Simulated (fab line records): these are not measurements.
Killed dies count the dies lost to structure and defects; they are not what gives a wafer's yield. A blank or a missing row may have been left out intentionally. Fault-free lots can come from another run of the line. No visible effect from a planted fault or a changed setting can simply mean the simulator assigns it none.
What tool caused it?	flow berkeley cmos170	13 lots, 39 wafers sampled, at 5 steps of a route of 331

## WHAT THE GAUGES SHOWED, per wafer
UCB170_NWELL_TW_MEAS_16. Usual: NWELL_TW 1248, standard deviation 16.
lot	measured	on	NWELL_TW	flag
L151	day 2 16:13	film metro-03	1229 1231 1227	
L154	day 3 05:32	film metro-04	1265 1268 1257	
L152	day 3 05:32	film metro-01	1237 1242 1243	
L153	day 3 05:35	film metro-03	1233 1236 1236	
L156	day 3 14:47	film metro-03	1233 1233 1239	
L155	day 3 14:50	film metro-03	1233 1228 1232	
L157	day 3 23:36	film metro-03	1227 1240 1233	
L158	day 3 23:43	film metro-04	1268 1270 1272	
L159	day 4 07:19	film metro-03	1232 1237 1241	
L160	day 4 13:23	film metro-04	1255 1252 1252	
L161	day 4 13:37	film metro-01	1244 1252 1242	
L163	day 4 21:23	film metro-03	1229 1238 1235	
L162	day 4 21:51	film metro-01	1244 1246 1237	

UCB170_PWELL_THK_MEAS_03. Usual: PWELL_OXIDE_THK 26.4 nm, standard deviation 0.43.
lot	measured	on	PWELL_OXIDE_THK (nm)	flag
L151	day 3 02:51	film metro-01	25.9 26.1 26.1	
L154	day 3 15:38	film metro-04	26.4 26.2 25.6	
L152	day 3 15:33	film metro-02	26.7 26.5 27.2	
L153	day 3 15:37	film metro-02	26.5 26.1 25.9	
L156	day 4 03:09	film metro-04	25.8 26.0 26.0	
L155	day 4 03:09	film metro-01	26.6 26.5 26.3	
L157	day 4 08:40	film metro-04	25.8 26.1 25.9	
L158	day 4 08:41	film metro-01	27.2 27.1 27.0	
L159	day 4 17:03	film metro-01	25.6 26.0 26.1	
L160	day 5 00:22	film metro-01	26.1 26.5 26.6	
L161	day 5 00:25	film metro-01	26.7 27.0 26.7	
L163	day 5 07:10	film metro-04	26.3 26.3 26.0	
L162	day 5 07:12	film metro-02	27.3 27.2 27.3	

UCB170_WELLDRIVE_THK_MEAS_02. Usual: WELLDRIVE_OXIDE_THK 198 nm, standard deviation 3.5.
lot	measured	on	WELLDRIVE_OXIDE_THK (nm)	flag
L151	day 4 01:48	film metro-02	197 197 197	
L154	day 4 15:20	film metro-02	195 195 199	
L152	day 4 15:20	film metro-01	202 205 203	
L153	day 4 15:20	film metro-03	197 197 198	
L156	day 5 01:35	film metro-01	200 199 197	
L155	day 5 01:35	film metro-03	199 198 195	
L157	day 5 07:53	film metro-02	198 196 195	
L158	day 5 07:55	film metro-01	193 192 194	
L159	day 5 16:50	film metro-02	195 195 194	
L160	day 5 23:37	film metro-02	200 202 200	
L161	day 5 23:36	film metro-01	197 198 199	
L163	day 6 07:26	film metro-01	183 177 180	OFF
L162	day 6 07:28	film metro-03	180 177 179	OFF

## WHAT TOOL EACH LOT RAN ON (gives the tool, then ch and the chambers of the sampled wafers, and finally the start)
lot	UCB170_PWELL_ETCH_14	UCB170_WELLDRIVE_OXIDATION_01
L151	rie diel-03 ch 0,1,3, day 3 10:14	furnace-01 ch 0, day 3 22:17
L154	rie diel-01 ch 0,1,3, day 4 02:53	furnace-04 ch 0, day 4 11:50
L152	rie diel-04 ch 1,3, day 4 02:25	furnace-04 ch 0, day 4 11:50
L153	rie diel-03 ch 0,2,3, day 4 02:39	furnace-04 ch 0, day 4 11:50
L156	rie diel-04 ch 0,1,3, day 4 10:59	furnace-01 ch 0, day 4 22:04
L155	rie diel-04 ch 1,2, day 4 11:15	furnace-01 ch 0, day 4 22:04
L157	rie diel-03 ch 0,2,3, day 4 18:40	furnace-02 ch 0, day 5 04:23
L158	rie diel-03 ch 1,2, day 4 18:56	furnace-02 ch 0, day 5 04:23
L159	rie diel-04 ch 0,2, day 5 02:23	furnace-02 ch 0, day 5 13:19
L160	rie diel-03 ch 2,3, day 5 10:07	furnace-01 ch 0, day 5 20:06
L161	rie diel-01 ch 1,2,3, day 5 10:23	furnace-01 ch 0, day 5 20:06
L163	rie diel-03 ch 0,2,3, day 5 17:23	furnace-01 ch 0, day 6 03:56
L162	rie diel-04 ch 0,3, day 5 18:08	furnace-01 ch 0, day 6 03:56
- UCB170_PWELL_ETCH_14: etches Si3N4 in CH3F/Ar/O2, stops on SiO2, target depth 242 nm, time 151 s.
- UCB170_WELLDRIVE_OXIDATION_01: target thk 199 nm, ox time 9000 s.

## WHAT THE TOOLS THEMSELVES READ (means of the sampled wafers that have a number; where no wafer has one, the mark that the record gives instead)
UCB170_PWELL_ETCH_14. Usual: drypump motor current A 5.8 A, standard deviation 0.52; oes product au 0.938 a.u., standard deviation 0.014; throttle valve pct 8.02 %, standard deviation 0.12.
lot	tool	drypump motor current A (A)	oes product au (a.u.)	throttle valve pct (%)	flag
L151	rie diel-03	6.3	0.934	8.03	
L154	rie diel-01	5.7	0.943	8.13	
L152	rie diel-04	5.5	0.937	7.90	
L153	rie diel-03	6.4	0.929	8.07	
L156	rie diel-04	5.4	0.942	7.94	
L155	rie diel-04	5.9	0.956	7.90	
L157	rie diel-03	6.4	0.935	8.06	
L158	rie diel-03	6.3	0.950	7.92	
L159	rie diel-04	5.4	0.930	7.95	
L160	rie diel-03	6.4	0.953	7.99	
L161	rie diel-01	5.3	0.926	8.14	
L163	rie diel-03	6.4	0.947	8.07	
L162	rie diel-04	5.2	0.929	7.98	

UCB170_WELLDRIVE_OXIDATION_01. Usual: spike tc centre C 1102.2 C, standard deviation 1.2; spike tc load C 1130 C, standard deviation 3.1; spike tc source C 1128.9 C, standard deviation 2.1; tube center temp C 1100 C, standard deviation 0.092; tube_center_temp_C_max 1102.9, standard deviation 0.46.
lot	tool	spike tc centre C (C)	spike tc load C (C)	spike tc source C (C)	tube center temp C (C)	tube_center_temp_C_max	flag
L151	furnace-01	1102.6	1132	1130.5	1100	1102.8	
L154	furnace-04	1102.8	1127	1126.6	1100	1103.3	
L152	furnace-04	1102.1	1127	1126.1	1100	1102.7	
L153	furnace-04	1103.8	1127	1127.2	1100	1103.4	
L156	furnace-01	1102.0	1133	1130.2	1100	1102.7	
L155	furnace-01	1101.2	1132	1130.2	1100	1103.0	
L157	furnace-02	1103.0	1127	1127.6	1100	1102.7	
L158	furnace-02	1102.3	1127	1127.4	1100	1102.9	
L159	furnace-02	1101.6	1126	1127.2	1100	1102.9	
L160	furnace-01	1102.6	1132	1130.2	1100	1103.1	
L161	furnace-01	1101.7	1133	1131.2	1100	1103.0	
L163	furnace-01	1081.7	1113	1110.7	1080	1082.8	OFF
L162	furnace-01	1080.9	1113	1111.1	1080	1082.7	OFF

## THE ANSWER, worked out from the rows above alone
Rule: take the mean of a lot's wafers that have a number; if it is more than 3 standard deviations from the usual mean, the lot is off. Also off: a lot with no number at a reading for which 4 or more lots have one. Where the step has rows for the other lots, those lots are counted as sound. The gauges are gone through in route order, then the tools' own readings, and for those a lot's mean is taken as printed above. The first step at which some lot is off is used, and at that step the reading that is off furthest; a lot without a number counts as furthest.
Off: L163, L162, seen at UCB170_WELLDRIVE_THK_MEAS_02 (WELLDRIVE_OXIDE_THK).
If a tool, at a process step before that reading, ran all the lots that are off and no sound lot after the first of them, it fits. The gauges at UCB170_WELLDRIVE_THK_MEAS_02 aren't tried: what is off there is off at UCB170_WELLDRIVE_OXIDATION_01 too, on other tools, and a gauge's error can't cause that. One candidate fits, namely furnace-01 at UCB170_WELLDRIVE_OXIDATION_01. Its last sound lot is L160 (day 5 20:06), its first lot that is off L162 (day 6 03:56): a fault that began between those two fits.
The tool's own readings at UCB170_WELLDRIVE_OXIDATION_01 bear it out: on the lots that are off they differ by more than 5 times the standard deviation of the sound lots' means. spike tc centre C reads 1081.3 C there against 1102.3 C on the sound lots; spike tc load C reads 1113 C there against 1129 C on the sound lots; spike tc source C reads 1110.9 C there against 1128.6 C on the sound lots; tube center temp C reads 1080 C there against 1100 C on the sound lots; tube_center_temp_C_max reads 1082.8 there against 1103.0 on the sound lots.

## WHAT HAD BEEN PUT IN BY THE SIMULATOR
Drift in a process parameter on furnace-01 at UCB170_WELLDRIVE_OXIDATION_01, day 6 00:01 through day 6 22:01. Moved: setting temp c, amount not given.
Lots struck among those shown: L163, L162. Same finding as the rule above.
